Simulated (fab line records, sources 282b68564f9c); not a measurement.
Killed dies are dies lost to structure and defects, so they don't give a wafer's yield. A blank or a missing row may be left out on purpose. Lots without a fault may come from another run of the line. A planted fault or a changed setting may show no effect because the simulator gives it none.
A sampling plan put to the test | flow rit_cmos | one fab line, 33 faults that these records tell of, each judged on the records of the lots that it struck
The plan is the line's own looks: the steps of the route at which a gauge or an inspection reads the wafer and doesn't change it. A look can be judged if struck wafers have a number there and the file gives its usual mean and standard deviation on fault-free wafers. Caught: at a look after the fault's first step, the mean of the struck wafers lies 4 or more of those standard deviations (sigma) from the usual mean. On the tool: the same test on the tool's own readings at the fault's steps. Another recipe on the struck wafers, or a record that is blank for them alone, also counts as caught.

THE FAULTS, as the simulator had put them in
1. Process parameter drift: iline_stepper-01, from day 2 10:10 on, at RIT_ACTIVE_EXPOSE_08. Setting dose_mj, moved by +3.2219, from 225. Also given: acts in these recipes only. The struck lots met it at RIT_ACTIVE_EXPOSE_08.
2. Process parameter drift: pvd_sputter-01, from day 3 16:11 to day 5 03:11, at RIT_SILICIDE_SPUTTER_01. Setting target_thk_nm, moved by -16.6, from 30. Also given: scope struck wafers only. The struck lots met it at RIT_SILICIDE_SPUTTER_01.
3. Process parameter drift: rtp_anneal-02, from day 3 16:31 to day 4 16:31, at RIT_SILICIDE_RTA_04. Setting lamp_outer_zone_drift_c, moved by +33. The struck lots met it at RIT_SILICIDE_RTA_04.
4. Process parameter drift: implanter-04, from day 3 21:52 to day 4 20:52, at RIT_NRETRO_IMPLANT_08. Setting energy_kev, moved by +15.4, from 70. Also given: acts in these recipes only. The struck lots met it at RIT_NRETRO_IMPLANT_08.
5. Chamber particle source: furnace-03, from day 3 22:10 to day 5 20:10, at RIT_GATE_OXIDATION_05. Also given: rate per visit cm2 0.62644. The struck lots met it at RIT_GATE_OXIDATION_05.
6. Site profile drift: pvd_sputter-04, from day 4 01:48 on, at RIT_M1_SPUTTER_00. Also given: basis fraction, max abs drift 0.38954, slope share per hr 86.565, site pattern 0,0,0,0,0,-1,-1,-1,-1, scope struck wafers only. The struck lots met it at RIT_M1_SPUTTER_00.
7. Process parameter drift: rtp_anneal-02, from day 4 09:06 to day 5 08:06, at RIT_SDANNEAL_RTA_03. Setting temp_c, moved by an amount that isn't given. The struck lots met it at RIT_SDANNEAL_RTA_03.
8. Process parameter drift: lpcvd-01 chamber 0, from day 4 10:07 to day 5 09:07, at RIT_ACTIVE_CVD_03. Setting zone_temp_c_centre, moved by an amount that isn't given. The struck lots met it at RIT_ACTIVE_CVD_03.
9. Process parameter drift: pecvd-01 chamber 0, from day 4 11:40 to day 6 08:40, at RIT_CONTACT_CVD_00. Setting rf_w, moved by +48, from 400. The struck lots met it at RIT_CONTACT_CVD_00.
10. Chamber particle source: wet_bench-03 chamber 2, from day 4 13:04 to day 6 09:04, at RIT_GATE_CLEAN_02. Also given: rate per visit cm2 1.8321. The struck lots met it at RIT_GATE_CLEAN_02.
11. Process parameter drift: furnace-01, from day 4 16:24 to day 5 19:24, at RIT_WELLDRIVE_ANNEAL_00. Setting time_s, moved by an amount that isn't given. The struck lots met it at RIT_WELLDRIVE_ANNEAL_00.
12. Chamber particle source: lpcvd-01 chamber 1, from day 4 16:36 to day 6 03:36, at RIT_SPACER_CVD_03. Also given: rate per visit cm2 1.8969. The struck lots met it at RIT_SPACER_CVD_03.
13. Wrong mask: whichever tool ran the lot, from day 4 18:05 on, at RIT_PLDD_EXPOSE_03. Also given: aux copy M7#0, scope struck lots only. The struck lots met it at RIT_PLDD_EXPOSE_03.
14. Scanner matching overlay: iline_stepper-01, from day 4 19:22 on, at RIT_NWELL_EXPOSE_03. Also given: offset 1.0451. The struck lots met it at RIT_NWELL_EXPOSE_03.
15. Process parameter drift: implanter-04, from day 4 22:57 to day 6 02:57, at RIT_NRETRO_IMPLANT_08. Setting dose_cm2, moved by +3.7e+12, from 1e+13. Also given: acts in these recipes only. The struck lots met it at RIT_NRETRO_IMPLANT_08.
16. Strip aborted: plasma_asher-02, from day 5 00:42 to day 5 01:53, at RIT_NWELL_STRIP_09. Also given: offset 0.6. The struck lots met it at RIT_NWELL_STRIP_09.
17. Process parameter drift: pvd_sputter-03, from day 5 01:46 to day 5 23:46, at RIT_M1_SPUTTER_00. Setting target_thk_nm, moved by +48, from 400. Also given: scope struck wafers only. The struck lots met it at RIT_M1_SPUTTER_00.
18. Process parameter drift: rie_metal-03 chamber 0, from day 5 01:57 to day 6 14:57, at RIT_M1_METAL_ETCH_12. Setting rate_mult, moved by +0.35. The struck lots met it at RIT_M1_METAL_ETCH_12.
19. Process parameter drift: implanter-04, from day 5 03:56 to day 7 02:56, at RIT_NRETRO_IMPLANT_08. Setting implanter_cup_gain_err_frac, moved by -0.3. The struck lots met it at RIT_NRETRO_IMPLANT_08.
20. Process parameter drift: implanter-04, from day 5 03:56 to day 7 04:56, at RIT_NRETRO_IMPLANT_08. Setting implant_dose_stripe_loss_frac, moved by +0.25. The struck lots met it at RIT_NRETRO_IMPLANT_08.
21. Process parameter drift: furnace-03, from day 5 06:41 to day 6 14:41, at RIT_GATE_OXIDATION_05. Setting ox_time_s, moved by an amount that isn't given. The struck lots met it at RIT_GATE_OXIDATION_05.
22. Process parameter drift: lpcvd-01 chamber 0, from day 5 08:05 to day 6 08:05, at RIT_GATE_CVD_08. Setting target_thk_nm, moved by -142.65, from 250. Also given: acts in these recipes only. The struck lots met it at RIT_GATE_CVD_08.
23. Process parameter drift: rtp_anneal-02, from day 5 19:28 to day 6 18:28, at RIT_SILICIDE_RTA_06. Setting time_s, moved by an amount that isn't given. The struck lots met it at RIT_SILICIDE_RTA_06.
24. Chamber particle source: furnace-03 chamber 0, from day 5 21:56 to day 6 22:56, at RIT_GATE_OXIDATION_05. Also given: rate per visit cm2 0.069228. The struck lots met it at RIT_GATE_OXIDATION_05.
25. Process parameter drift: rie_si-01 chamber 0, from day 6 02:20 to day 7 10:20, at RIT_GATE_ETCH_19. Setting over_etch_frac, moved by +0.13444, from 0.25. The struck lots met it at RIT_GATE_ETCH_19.
26. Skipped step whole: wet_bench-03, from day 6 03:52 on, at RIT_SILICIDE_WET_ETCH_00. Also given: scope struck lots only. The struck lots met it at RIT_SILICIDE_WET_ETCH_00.
27. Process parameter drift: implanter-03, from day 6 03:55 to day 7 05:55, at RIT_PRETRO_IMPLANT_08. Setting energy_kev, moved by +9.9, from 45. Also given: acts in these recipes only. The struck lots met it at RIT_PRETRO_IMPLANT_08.
28. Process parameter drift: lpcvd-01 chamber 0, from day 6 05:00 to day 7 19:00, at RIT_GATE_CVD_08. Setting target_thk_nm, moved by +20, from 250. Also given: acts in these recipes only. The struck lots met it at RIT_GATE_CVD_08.
29. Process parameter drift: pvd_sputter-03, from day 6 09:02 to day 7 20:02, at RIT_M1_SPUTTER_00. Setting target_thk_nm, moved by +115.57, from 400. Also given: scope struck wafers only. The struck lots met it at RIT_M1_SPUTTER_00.
30. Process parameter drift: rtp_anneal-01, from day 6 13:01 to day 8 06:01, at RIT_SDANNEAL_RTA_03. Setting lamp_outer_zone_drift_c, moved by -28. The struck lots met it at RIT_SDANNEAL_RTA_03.
31. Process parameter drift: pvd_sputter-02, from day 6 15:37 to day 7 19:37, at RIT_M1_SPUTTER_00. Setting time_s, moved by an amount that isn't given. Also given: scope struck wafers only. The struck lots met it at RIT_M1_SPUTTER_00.
32. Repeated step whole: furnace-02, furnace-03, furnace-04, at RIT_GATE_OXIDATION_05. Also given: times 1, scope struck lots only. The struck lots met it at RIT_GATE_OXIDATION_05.
33. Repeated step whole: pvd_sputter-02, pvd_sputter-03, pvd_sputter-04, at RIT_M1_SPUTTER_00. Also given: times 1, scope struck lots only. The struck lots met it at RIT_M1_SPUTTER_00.

WHAT THE PLAN SAW
fault | on the tool itself                  | first look that catches it                      | reading, sigma                                      | median hours from its first step to that look | hours from the fault's start to the first struck lot there | judged looks passed uncaught
1     | exposure_dose_mJ_cm2 +12 sigma      | none of the 2 looks that can be judged after it | -                                                   | -                                             | -                                                          | 2
2     | under 2 sigma                       | RIT_SILICIDE_RS_MEAS_02                         | SILICIDE_TI_RS +99 or beyond                        | 0.2                                           | 5                                                          | 0
3     | under 2 sigma                       | none of the 8 looks that can be judged after it | -                                                   | -                                             | -                                                          | 8
4     | beam_energy_keV +99 or beyond sigma | RIT_NRETRO_TW_MEAS_10                           | NRETRO_TW +8.4                                      | 0.3                                           | 5                                                          | 0
5     | no reading that can be judged       | no look after it can be judged                  | -                                                   | -                                             | -                                                          | 0
6     | under 2 sigma                       | RIT_M1_RS_MEAS_01                               | M1_AL_RS +25                                        | 0.3                                           | 16                                                         | 0
7     | wafer_temp_C_max -33 sigma          | RIT_SDANNEAL_RS_MEAS_04                         | PSD_RS +79                                          | 0.1                                           | 5                                                          | 0
8     | spike_tc_centre_C +27 sigma         | RIT_ACTIVE_THK_MEAS_04                          | ACTIVE_NITRIDE_THK +19                              | 1.4                                           | 6                                                          | 0
9     | rf_fwd_power_W +32 sigma            | none of the 8 looks that can be judged after it | strongest: cd_nm at RIT_M1_CD_MEAS_09, -3.0         | -                                             | -                                                          | 8
10    | no reading that can be judged       | no look after it can be judged                  | -                                                   | -                                             | -                                                          | 0
11    | run_length_s -99 or beyond sigma    | RIT_WELLDRIVE_RS_MEAS_01                        | NWELL_RS +31                                        | 5.1                                           | 9                                                          | 0
12    | under 2 sigma                       | not the one look that can be judged after it    | -                                                   | -                                             | -                                                          | 1
13    | no reading that can be judged       | RIT_PLDD_TW_MEAS_10                             | PLDD_TW -99 or beyond                               | 0.9                                           | 4                                                          | 0
14    | under 2 sigma                       | no look after it can be judged                  | -                                                   | -                                             | -                                                          | 0
15    | dose_ions_cm2 +99 or beyond sigma   | RIT_NRETRO_TW_MEAS_10                           | NRETRO_TW +15                                       | 0.3                                           | 4                                                          | 0
16    | run_length_s -99 or beyond sigma    | not the one look that can be judged after it    | -                                                   | -                                             | -                                                          | 1
17    | under 2 sigma                       | RIT_M1_RS_MEAS_01                               | M1_AL_RS -8.3                                       | 0.3                                           | 6                                                          | 0
18    | under 2 sigma                       | no look after it can be judged                  | -                                                   | -                                             | -                                                          | 0
19    | beam_on_s +21 sigma                 | RIT_NRETRO_TW_MEAS_10                           | NRETRO_TW +19                                       | 0.3                                           | 2                                                          | 0
20    | no reading that can be judged       | none of the 6 looks that can be judged after it | -                                                   | -                                             | -                                                          | 6
21    | under 2 sigma                       | RIT_GATE_THK_MEAS_07                            | GATE_OXIDE_THK +14                                  | 1.3                                           | 0                                                          | 0
22    | no reading that can be judged       | RIT_GATE_THK_MEAS_09                            | GATE_POLY_THK -49                                   | 1.6                                           | 1                                                          | 0
23    | under 2 sigma                       | none of the 8 looks that can be judged after it | -                                                   | -                                             | -                                                          | 8
24    | under 2 sigma                       | none of the 2 looks that can be judged after it | -                                                   | -                                             | -                                                          | 2
25    | oes_product_au -4.0 sigma           | no look after it can be judged                  | -                                                   | -                                             | -                                                          | 0
26    | no reading that can be judged       | no look after it can be judged                  | -                                                   | -                                             | -                                                          | 0
27    | beam_energy_keV +99 or beyond sigma | not the one look that can be judged after it    | strongest: PRETRO_TW at RIT_PRETRO_TW_MEAS_10, +3.4 | -                                             | -                                                          | 1
28    | no reading that can be judged       | RIT_GATE_THK_MEAS_09                            | GATE_POLY_THK +7.7                                  | 1.6                                           | 6                                                          | 0
29    | under 2 sigma                       | RIT_M1_RS_MEAS_01                               | M1_AL_RS -18                                        | 0.3                                           | 5                                                          | 0
30    | under 2 sigma                       | RIT_SDANNEAL_RS_MEAS_04                         | PSD_RS +33                                          | 0.1                                           | 2                                                          | 0
31    | under 2 sigma                       | RIT_M1_RS_MEAS_01                               | M1_AL_RS -20                                        | 0.3                                           | 24                                                         | 0
32    | under 2 sigma                       | RIT_GATE_THK_MEAS_07                            | GATE_OXIDE_THK +29                                  | 2.6                                           | -                                                          | 0
33    | under 2 sigma                       | RIT_M1_RS_MEAS_01                               | M1_AL_RS -40                                        | 0.8                                           | -                                                          | 0
A dash: the fault isn't caught, or these records don't give the number.

Caught at a look: 18 of 33. Caught on the tool: 11 of 33. By one or the other: 23 of 33.
Caught on the tool alone: faults 1, 9, 16, 25, 27.
Caught at a look alone: faults 2, 6, 13, 17, 21, 22, 28, 29, 30, 31, 32, 33.
Caught by neither: faults 3, 5, 10, 12, 14, 18, 20, 23, 24, 26.

THINNER SAMPLING
If the look that catches a fault measured only every second or every third lot, by lot number, the first struck lot would be measured this late in the worst case:
fault | struck lots at that look, in order of time | every lot | every second lot | every third lot
2     | L704, L706, L708                           | 5 h       | may miss all 3   | 25 h
4     | L177, L180                                 | 5 h       | 22 h             | may miss all 2
6     | L259, L261                                 | 16 h      | may miss all 2   | may miss all 2
7     | L529, L531                                 | 5 h       | may miss all 2   | may miss all 2
8     | L333                                       | 6 h       | may miss it      | may miss it
11    | L127                                       | 9 h       | may miss it      | may miss it
13    | L240                                       | 4 h       | may miss it      | may miss it
15    | L452, L453, L456                           | 4 h       | 7 h              | may miss all 3
17    | L527, L528                                 | 6 h       | 16 h             | may miss all 2
19    | L876, L879, L885                           | 2 h       | 16 h             | may miss all 3
21    | L619, L620, L622                           | 0 h       | 2 h              | may miss all 3
22    | L720                                       | 1 h       | may miss it      | may miss it
28    | L520, L522                                 | 6 h       | may miss all 2   | may miss all 2
29    | L642                                       | 5 h       | may miss it      | may miss it
30    | L765, L767                                 | 2 h       | may miss all 2   | may miss all 2
31    | L435                                       | 24 h      | may miss it      | may miss it
Hours are from the fault's start to the first struck lot that is measured. The limit of 4 sigma was tested on all struck wafers together, so one lot alone may lie under it. Other struck lots may not be in these records.

THE LONGEST TIMED WAY FROM STEP TO LOOK
Fault 11: a median of 5.1 hours passes between RIT_WELLDRIVE_ANNEAL_00 and RIT_WELLDRIVE_RS_MEAS_01. No look between them can be judged.
